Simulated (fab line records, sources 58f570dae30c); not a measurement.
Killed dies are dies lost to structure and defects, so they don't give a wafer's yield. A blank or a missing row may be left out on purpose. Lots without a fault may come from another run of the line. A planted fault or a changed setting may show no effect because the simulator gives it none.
Which tool did it? | flow berkeley_cmos170 | 14 lots, 42 wafers sampled, at 2 steps of a route of 331

WHAT THE GAUGES READ, wafer by wafer
UCB170_SDANNEAL_RS_MEAS_03: measures by four-point-probe.
lot  | measured     | on            | NSD_RS (ohm/sq)
L918 | day 8 07:07  | film_metro-01 | 37.19 37.10 37.24
L917 | day 8 07:43  | film_metro-02 | 37.08 37.24 37.08
L919 | day 8 07:55  | film_metro-01 | 37.16 37.20 37.26
L923 | day 9 07:14  | film_metro-01 | 37.25 37.34 37.25
L921 | day 9 07:43  | film_metro-01 | 37.20 37.21 37.20
L922 | day 9 08:04  | film_metro-04 | 37.25 37.24 37.22
L920 | day 9 08:16  | film_metro-01 | 37.28 37.10 37.24
L929 | day 10 17:05 | film_metro-04 | 36.98 36.90 36.99
L928 | day 10 17:32 | film_metro-01 | 36.83 36.90 36.88
L930 | day 11 08:26 | film_metro-02 | 37.38 37.39 37.36
L932 | day 12 01:45 | film_metro-04 | 37.37 37.33 37.29
L937 | day 12 10:31 | film_metro-02 | 37.12 37.14 37.18
L935 | day 12 11:23 | film_metro-01 | 37.27 37.33 37.20
L936 | day 12 11:49 | film_metro-02 | 37.25 37.32 37.19

WHICH TOOL RAN EACH LOT (tool, then ch and the chambers of the sampled wafers, then the start)
lot  | UCB170_NSD_IMPLANT_08
L918 | implanter-01 ch 0, day 8 05:39
L917 | implanter-03 ch 0, day 8 06:09
L919 | implanter-01 ch 0, day 8 06:17
L923 | implanter-03 ch 0, day 9 05:43
L921 | implanter-04 ch 0, day 9 05:55
L922 | implanter-03 ch 0, day 9 06:11
L920 | implanter-01 ch 0, day 9 06:28
L929 | implanter-03 ch 0, day 10 15:37
L928 | implanter-03 ch 0, day 10 15:55
L930 | implanter-01 ch 0, day 11 05:07
L932 | implanter-01 ch 0, day 11 22:46
L937 | implanter-01 ch 0, day 12 09:04
L935 | implanter-01 ch 0, day 12 09:52
L936 | implanter-04 ch 0, day 12 10:08
- UCB170_NSD_IMPLANT_08

WHAT THE TOOLS THEMSELVES READ (means of the sampled wafers that have a number; where no wafer has one, the mark that the record gives instead)
UCB170_NSD_IMPLANT_08.
lot  | tool         | dose_ions_cm2
L918 | implanter-01 | 3e+15
L917 | implanter-03 | 3e+15
L919 | implanter-01 | 3e+15
L923 | implanter-03 | 3e+15
L921 | implanter-04 | 3e+15
L922 | implanter-03 | 3e+15
L920 | implanter-01 | 3e+15
L929 | implanter-03 | 3e+15
L928 | implanter-03 | 3e+15
L930 | implanter-01 | 3e+15
L932 | implanter-01 | 3e+15
L937 | implanter-01 | 3e+15
L935 | implanter-01 | 3e+15
L936 | implanter-04 | 3e+15

THE ANSWER, worked out from the rows above alone
Rule: what is usual is taken from the lots themselves. Put in order of their means at a reading, lots are off if they are a third of the lots or fewer, leave a main group of 4 or more, and stand apart from it by a gap of 3 or more times the standard deviation of the main group's means; of several such gaps the widest counts. A main group whose means are all the same, to the digits that the tables above print for the reading, isn't used. A lot without any number at a reading at which 4 lots or more have one is off too. The other lots that the step has rows for count as sound. The gauges are gone through in route order, then the tools' own readings, and for those a lot's mean is taken as printed above. The first step at which some lot is off is used, and at that step the reading that is off furthest; a lot without a number counts as furthest.
No lot is off at any reading shown: from this, nothing can be told.

WHAT THE SIMULATOR HAD PUT IN
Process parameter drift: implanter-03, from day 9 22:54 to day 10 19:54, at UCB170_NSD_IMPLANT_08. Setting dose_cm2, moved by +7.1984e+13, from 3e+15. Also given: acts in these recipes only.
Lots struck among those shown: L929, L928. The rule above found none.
